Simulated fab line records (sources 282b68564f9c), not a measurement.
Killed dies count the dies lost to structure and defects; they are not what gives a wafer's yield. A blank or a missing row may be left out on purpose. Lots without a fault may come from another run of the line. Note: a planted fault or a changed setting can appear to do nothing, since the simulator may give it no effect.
fab line records | flow rit_cmos
[record] lots = 13 | wafers = 39 | last_day = 7
route steps=202 shown PLDD@122
lots with no fault: from the same line, run without faults
start_h: start of the lot's first displayed wafer, in hours after the record's first day | wait_h: hours from the lot's prior step to this one | " identical to the entry in the row above | L1.1+2: one row covering several wafers at once | - either no value or no given start | * or withheld: withheld | < > ~ a bound
route shown NAME@n: NAME is a module with steps in the file, n the number in the route of the first one | usual: average and standard deviation across the fault-free wafers | same: alike in all rows | chamber/n: place in a boat | sites: the reading at each site | _std_site: how widely they spread, as a standard deviation | _edge_site: the outer-site mean with the inner-site mean subtracted | radius_mm: for every site, how far away it sits from the centre of the wafer | mask NAME#n: copy n | behind: the most recent tool/chamber to have shaped the wafer | hold: reason for holding the lot/hours on hold/outcome of the hold | device: transistor that didn't switch, given as n, p or np | end of line: the tests these same wafers got at the end of their route | a step with no rows: only its recipe | killed: count of dies lost to structure and defects at first sort (not the wafer's yield) | map: a wafer's dies, marking killed ones x, the rest . and places with no die _
set.NAME: the setting the step ran with; set.NAME@STEP: the setting that earlier step ran with | model.NAME: the simulator's own value behind a step, which no gauge read
a sample of lots followed through the steps of the route, with each step as a table and each wafer as a row
services: when a tool's chamber went out of use (start_h, in hours from the record's first day, below 0 if earlier), for how many hours, and the reason
[[steps]]
[step RIT_PLDD_IMPLANT_08]
[recipe] species = BF2 | energy_kev = 20 | dose_cm2 = 9e+14 | tilt_deg = 7
[usual] end_station_pressure_torr = 7.3e-06/3.7e-07
[same] implant_ion_amu = 49
lot.wafer | tool         | chamber | start_h | wait_h | end_station_pressure_torr
L349.1    | implanter-02 | 0       | 49.68   | 0.1    | 7.4e-06
L349.4    | "            | 0       | "       | "      | 7.7e-06
L349.5    | "            | 0       | "       | "      | 6.5e-06
L350.1    | implanter-02 | 0       | 52.69   | 0.1    | 6.6e-06
L350.2    | "            | 0       | "       | "      | 7.8e-06
L350.5    | "            | 0       | "       | "      | 7e-06
L351.2    | implanter-02 | 0       | 55.06   | 0.1    | 7.5e-06
L351.3    | "            | 0       | "       | "      | 7.5e-06
L351.6    | "            | 0       | "       | "      | 7.7e-06
L352.1    | implanter-02 | 0       | 63.53   | 0.1    | 7.5e-06
L352.5    | "            | 0       | "       | "      | 7.7e-06
L352.6    | "            | 0       | "       | "      | 7.5e-06
L353.2    | implanter-02 | 0       | 66.05   | 0.1    | 8.1e-06
L353.4    | "            | 0       | "       | "      | 7.1e-06
L353.6    | "            | 0       | "       | "      | 7.3e-06
L354.2    | implanter-03 | 0       | 72.64   | 0.1    | 7.1e-06
L354.3    | "            | 0       | "       | "      | 7.3e-06
L354.5    | "            | 0       | "       | "      | 7.1e-06
L355.2    | implanter-03 | 0       | 75.96   | 0.1    | 6.3e-06
L355.3    | "            | 0       | "       | "      | 7.1e-06
L355.6    | "            | 0       | "       | "      | 6.8e-06
L356.3    | implanter-03 | 0       | 80.92   | 0.1    | 6.9e-06
L356.5    | "            | 0       | "       | "      | 7.3e-06
L356.6    | "            | 0       | "       | "      | 7.1e-06
L359.4    | implanter-03 | 0       | 99.01   | 0.1    | 7.1e-06
L359.5    | "            | 0       | "       | "      | 7.4e-06
L359.6    | "            | 0       | "       | "      | 7.4e-06
L365.2    | implanter-02 | 0       | 129.46  | 0.1    | 6.8e-06
L365.3    | "            | 0       | "       | "      | 7.2e-06
L365.6    | "            | 0       | "       | "      | 7.1e-06
L366.2    | implanter-02 | 0       | 134.43  | 0.1    | 7.2e-06
L366.5    | "            | 0       | "       | "      | 7.6e-06
L366.6    | "            | 0       | "       | "      | 7e-06
L368.2    | implanter-02 | 0       | 143.35  | 0.1    | 7.6e-06
L368.3    | "            | 0       | "       | "      | 8.1e-06
L368.4    | "            | 0       | "       | "      | 7.2e-06
L371.4    | implanter-02 | 0       | 156.06  | 0.1    | 6.8e-06
L371.5    | "            | 0       | "       | "      | 6.8e-06
L371.6    | "            | 0       | "       | "      | 7.5e-06
[step RIT_PLDD_TW_MEAS_10]
[usual] PLDD_TW = 2342/11
lot.wafer | tool          | chamber | start_h | wait_h | PLDD_TW
L349.1    | film_metro-04 | -       | 50.00   | 0.1    | 2361
L349.4    | "             | -       | "       | "      | 2356
L349.5    | "             | -       | "       | "      | 2347
L350.1    | film_metro-02 | -       | 53.02   | 0.1    | 2344
L350.2    | "             | -       | "       | "      | 2344
L350.5    | "             | -       | "       | "      | 2348
L351.2    | film_metro-02 | -       | 55.37   | 0.1    | 2351
L351.3    | "             | -       | "       | "      | 2341
L351.6    | "             | -       | "       | "      | 2355
L352.1    | film_metro-02 | -       | 63.85   | 0.1    | 2338
L352.5    | "             | -       | "       | "      | 2343
L352.6    | "             | -       | "       | "      | 2330
L353.2    | film_metro-03 | -       | 66.36   | 0.1    | 2340
L353.4    | "             | -       | "       | "      | 2342
L353.6    | "             | -       | "       | "      | 2326
L354.2    | film_metro-02 | -       | 72.95   | 0.1    | 2317
L354.3    | "             | -       | "       | "      | 2322
L354.5    | "             | -       | "       | "      | 2328
L355.2    | film_metro-02 | -       | 76.27   | 0.1    | 2328
L355.3    | "             | -       | "       | "      | 2328
L355.6    | "             | -       | "       | "      | 2323
L356.3    | film_metro-04 | -       | 81.22   | 0.1    | 2315
L356.5    | "             | -       | "       | "      | 2303
L356.6    | "             | -       | "       | "      | 2307
L359.4    | film_metro-02 | -       | 99.29   | 0.1    | 2229
L359.5    | "             | -       | "       | "      | 2192
L359.6    | "             | -       | "       | "      | 2215
L365.2    | film_metro-02 | -       | 129.77  | 0.1    | 2348
L365.3    | "             | -       | "       | "      | 2331
L365.6    | "             | -       | "       | "      | 2337
L366.2    | film_metro-02 | -       | 134.74  | 0.1    | 2346
L366.5    | "             | -       | "       | "      | 2345
L366.6    | "             | -       | "       | "      | 2347
L368.2    | film_metro-02 | -       | 143.66  | 0.1    | 2343
L368.3    | "             | -       | "       | "      | 2331
L368.4    | "             | -       | "       | "      | 2340
L371.4    | film_metro-03 | -       | 156.34  | 0.1    | 2343
L371.5    | "             | -       | "       | "      | 2328
L371.6    | "             | -       | "       | "      | 2326
[step RIT_SDANNEAL_RS_MEAS_06]
[recipe] thk_meas_gauge = four-point-probe
[usual] PLDD_RS = 178.7/0.56
lot.wafer | tool          | chamber | start_h | wait_h | PLDD_RS[ohm/sq]
L349.1    | film_metro-03 | -       | 56.40   | 0.1    | 176.9
L349.4    | "             | -       | "       | "      | 177.6
L349.5    | "             | -       | "       | "      | 177.7
L350.1    | film_metro-03 | -       | 59.25   | 0.1    | 178.3
L350.2    | "             | -       | "       | "      | 178.4
L350.5    | "             | -       | "       | "      | 178.3
L351.2    | film_metro-03 | -       | 62.42   | 0.1    | 177.7
L351.3    | "             | -       | "       | "      | 178.9
L351.6    | "             | -       | "       | "      | 178.6
L352.1    | film_metro-02 | -       | 70.12   | 0.1    | 179.0
L352.5    | "             | -       | "       | "      | 179.5
L352.6    | "             | -       | "       | "      | 178.9
L353.2    | film_metro-02 | -       | 72.56   | 0.1    | 178.7
L353.4    | "             | -       | "       | "      | 179.1
L353.6    | "             | -       | "       | "      | 178.9
L354.2    | film_metro-03 | -       | 79.02   | 0.1    | 179.7
L354.3    | "             | -       | "       | "      | 179.1
L354.5    | "             | -       | "       | "      | 180.0
L355.2    | film_metro-03 | -       | 82.50   | 0.1    | 178.4
L355.3    | "             | -       | "       | "      | 178.6
L355.6    | "             | -       | "       | "      | 178.6
L356.3    | film_metro-04 | -       | 87.55   | 0.1    | 180.5
L356.5    | "             | -       | "       | "      | 181.4
L356.6    | "             | -       | "       | "      | 181.4
L359.4    | film_metro-03 | -       | 105.53  | 0.1    | 182.1
L359.5    | "             | -       | "       | "      | 183.0
L359.6    | "             | -       | "       | "      | 182.4
L365.2    | film_metro-03 | -       | 136.04  | 0.1    | 178.3
L365.3    | "             | -       | "       | "      | 178.1
L365.6    | "             | -       | "       | "      | 178.6
L366.2    | film_metro-02 | -       | 141.14  | 0.1    | 178.3
L366.5    | "             | -       | "       | "      | 178.3
L366.6    | "             | -       | "       | "      | 177.8
L368.2    | film_metro-03 | -       | 150.96  | 0.1    | 178.5
L368.3    | "             | -       | "       | "      | 179.2
L368.4    | "             | -       | "       | "      | 178.7
L371.4    | film_metro-04 | -       | 163.91  | 0.1    | 178.2
L371.5    | "             | -       | "       | "      | 178.5
L371.6    | "             | -       | "       | "      | 178.9
[[services]]
tool         | chamber | start_h | hours | kind
implanter-03 | -       | 40.44   | 1.4   | repair
implanter-03 | -       | 61.99   | 1.6   | repair
implanter-03 | -       | 65.18   | 4.2   | pm
[[key]]
[first_sign] step = RIT_PLDD_TW_MEAS_10 | reading = PLDD_TW | direction = down | sigmas = 7.5 | usual = 2342 | struck = 2260
[effect] step = RIT_SDANNEAL_RS_MEAS_06 | reading = PLDD_RS | direction = up | sigmas = 5.6 | usual = 178.7 | struck = 181.8
met_at RIT_PLDD_IMPLANT_08
struck_lots L356,L359
tester_left_out L356,L359
onset_between 75.96 80.92
[fault] kind = process_parameter_drift | tool = implanter-03 | chamber = - | onset_h = 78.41 | steps = RIT_PLDD_IMPLANT_08 | channel = tilt_deg | offset = -5 | spread_by_wafer = 0.3 | shape = step | end_h = 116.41 | acts_in = these_recipes_only | stated = 7
// tester_left_out: of these lots the tester's yield and bins aren't shown, on N5 and GAA mostly nor the transistor test; their killed dies are dies lost to structure and defects alone, not to doping, threshold or leakage, so they don't give the yield
